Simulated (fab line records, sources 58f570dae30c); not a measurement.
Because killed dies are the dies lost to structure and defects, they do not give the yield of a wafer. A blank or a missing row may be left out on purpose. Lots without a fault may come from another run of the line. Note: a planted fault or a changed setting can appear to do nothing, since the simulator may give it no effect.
Problem report, 8D (eight disciplines) form, completed by code :: flow berkeleyCmos170 :: the parts of the form that need people (team, actions taken, sign-off) are left out

## 1. PROBLEM STATEMENT
Mean of beamEnergyKeV at UCB170_NLDD_IMPLANT_08: 30.736 across 6 wafers in 2 lots; on wafers with no fault it is 29.999 (standard deviation 0.0088). That is +84 standard deviations from the usual mean.
Seen first at day 9 17:50 on implanter-01, wafer L868.4. Wafers with a number at this step in the record: 42, from 14 lots. The rule behind "out" and "out of limits": a value lying over 4 standard deviations away from the usual mean. Any other wafer with a number is counted as sound.

## 2. WHAT IT IS, WHAT IT ISN'T
question: which readings at this step
is: beamEnergyKeV
is not: faradayCurrentUA

question: which lots
is: L868, L870
is not: L852, L853, L856, L859, L861, L862, L867, L869, L871, L873, L874, L875

question: which wafers of those lots
is: all that have a number
is not: -

question: read on which tools
is: implanter-01
is not: implanter-02, implanter-04

question: when
is: from day 9 17:50
is not: up to then (21 sound wafers); but 15 sound wafers of L869, L871, L873, L874, L875 came after

## 3. SUSPECTS, AND WHAT RULES EACH OUT
Counting: a tool at any process step up to the reading remains a suspect when it ran all the lots that are out and ran no sound lot after the first of those.
- implanter-01 at UCB170_NLDD_IMPLANT_08: kept. Every lot that is out went through it, starting with L868 (day 9 17:50), and after that it ran no sound lot; the last sound lot it ran before then is L859 (day 7 16:59). Its own readings are out on those wafers: beamEnergyKeV.
Remaining after the count: implanter-01 at UCB170_NLDD_IMPLANT_08.

## 4. THE CAUSE (what the simulator had put in)
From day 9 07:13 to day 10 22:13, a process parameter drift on implanter-01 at UCB170_NLDD_IMPLANT_08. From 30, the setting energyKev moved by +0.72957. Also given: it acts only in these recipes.
The count eliminated every tool but this one.

## 5. THE EFFECT CHAIN, in route order
One row per reading whose mean, taken over the struck wafers that have a number, lies over 3 standard deviations from the usual. Only readings whose record carries a usual standard deviation are examined. hours: median over the lots of the time between each lot's start at the first step of this table that gives one and its start at this step. sigmas: the change, counted in usual standard deviations.
hours: 0
step: UCB170_NLDD_IMPLANT_08
reading: beamEnergyKeV
usual: 29.999
on struck wafers: 30.736
change: +0.737
sigmas: +84
Its process steps:
- UCB170_NLDD_IMPLANT_08
Later steps that measure or inspect, where all struck wafers having a row at the step show a number for every such reading and not one has moved that far: UCB170_PSD_OVL_MEAS_07.

## 6. HOW IT WOULD HAVE BEEN CAUGHT EARLIER
First out-of-limits reading in this record: day 9 17:50, which is 11 hours after fault onset at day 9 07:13.
